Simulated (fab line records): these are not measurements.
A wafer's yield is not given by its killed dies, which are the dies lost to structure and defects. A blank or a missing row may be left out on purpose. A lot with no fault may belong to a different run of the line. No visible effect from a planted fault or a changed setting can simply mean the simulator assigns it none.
Lot-split experiment    flow berkeley cmos170    23 wafers read across 5 lots, on a route 331 steps long

== ABOUT THE SPLIT ==
At UCB170_PLDD_PEB_04, the setting peb temp c was moved away from the recipe's 130 C on 6 of the 23 wafers read, by -2.6% to +2.5%. The other wafers ran this setting at the recipe's value.

== THE PATH FROM SPLIT TO READING: the file shows 1 step between them ==
- UCB170_PLDD_DEVELOP_05: develop time 45 s

== THE READING ==
Shown in nm: cd nm at UCB170_PLDD_CD_MEAS_06, with target cd 1200 nm. Fault-free wafers of this fab line usually give 1200.5 nm, standard deviation 1.5 nm.

wafer   tool, chamber at the split  peb temp c as run, C  against the recipe  cd nm, nm  against lot-mates on the recipe
L077.2  litho track-04, 0           130                   recipe              1202.1     -
L077.3  litho track-04, 0           130                   recipe              1200.7     -
L077.4  litho track-04, 0           126.6                 -2.6%               1175.3     -26.6
L077.5  litho track-04, 0           126.6                 -2.6%               1175.7     -26.2
L077.6  litho track-04, 0           130                   recipe              1202.9     -
L079.1  litho track-02, 0           130                   recipe              1198.1     -
L079.2  litho track-02, 0           133.3                 +2.5%               1218.1     +18.8
L079.3  litho track-02, 0           130                   recipe              1200.2     -
L079.5  litho track-02, 0           133.3                 +2.5%               1217.7     +18.4
L079.6  litho track-02, 0           130                   recipe              1199.6     -
L080.1  litho track-02, 0           130                   recipe              1202.7     -
L080.5  litho track-02, 0           130                   recipe              1201.8     -
L080.6  litho track-02, 0           130                   recipe              1202.3     -
L085.1  litho track-03, 0           130                   recipe              1202.6     -
L085.2  litho track-03, 0           130                   recipe              1203.1     -
L085.4  litho track-03, 0           130                   recipe              1202.1     -
L085.5  litho track-03, 0           130                   recipe              1202.0     -
L085.6  litho track-03, 0           130                   recipe              1202.9     -
L083.1  litho track-03, 0           130                   recipe              1200.4     -
L083.2  litho track-03, 0           130                   recipe              1201.4     -
L083.4  litho track-03, 0           127.2                 -2.2%               1179.9     -20.5
L083.5  litho track-03, 0           127.2                 -2.2%               1180.4     -20.0
L083.6  litho track-03, 0           130                   recipe              1199.5     -

FIT RESULTS
A straight line over all 23 wafers: cd nm changes by +8.55 nm for each +1% of peb temp c; r = +0.98; the points scatter about the line by 2.3 nm.
The same after taking each lot's own level away (the mean of its wafers on the recipe; 23 wafers): +8.83 nm for each +1%; r = +0.99; scatter 1.5 nm.
The reading moves by 23 nm for the largest change in peb temp c, on that fit.
Measured against the standard deviation above, the lots' own levels, which go from 1199.30 to 1202.54 nm, span 2.2 times it.
So the lot-to-lot level changes the slope little: the two slopes agree.
Check: with one of the wafers moved furthest among these (-2.6%) left out of the fit, the line predicts -23.1 nm for it against its lot-mates. Against them it came out at -26.6 nm.

== ADDITIONAL SPLITS CARRIED BY THESE WAFERS ==
Before the reading, these wafers also passed through other splits. Each is held against what the fit with the lots' levels taken away leaves over:
other split on the same wafers    wafers away from the commonest value  r with cd nm (lot level and that fit taken away)
UCB170_PWELL_CVD_05 time s        15                                    -0.25
UCB170_PWELL_ETCH_14 time s       5                                     -0.21
UCB170_ACTIVE_PEB_11 peb temp c   5                                     -0.41
UCB170_PVT_IMPLANT_07 energy kev  6                                     -0.33
UCB170_GATE_CVD_04 time s         18                                    -0.14

== FILE'S OWN FIT ==
cd nm changes by +8.93 nm for each +1% of peb temp c, r = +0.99.
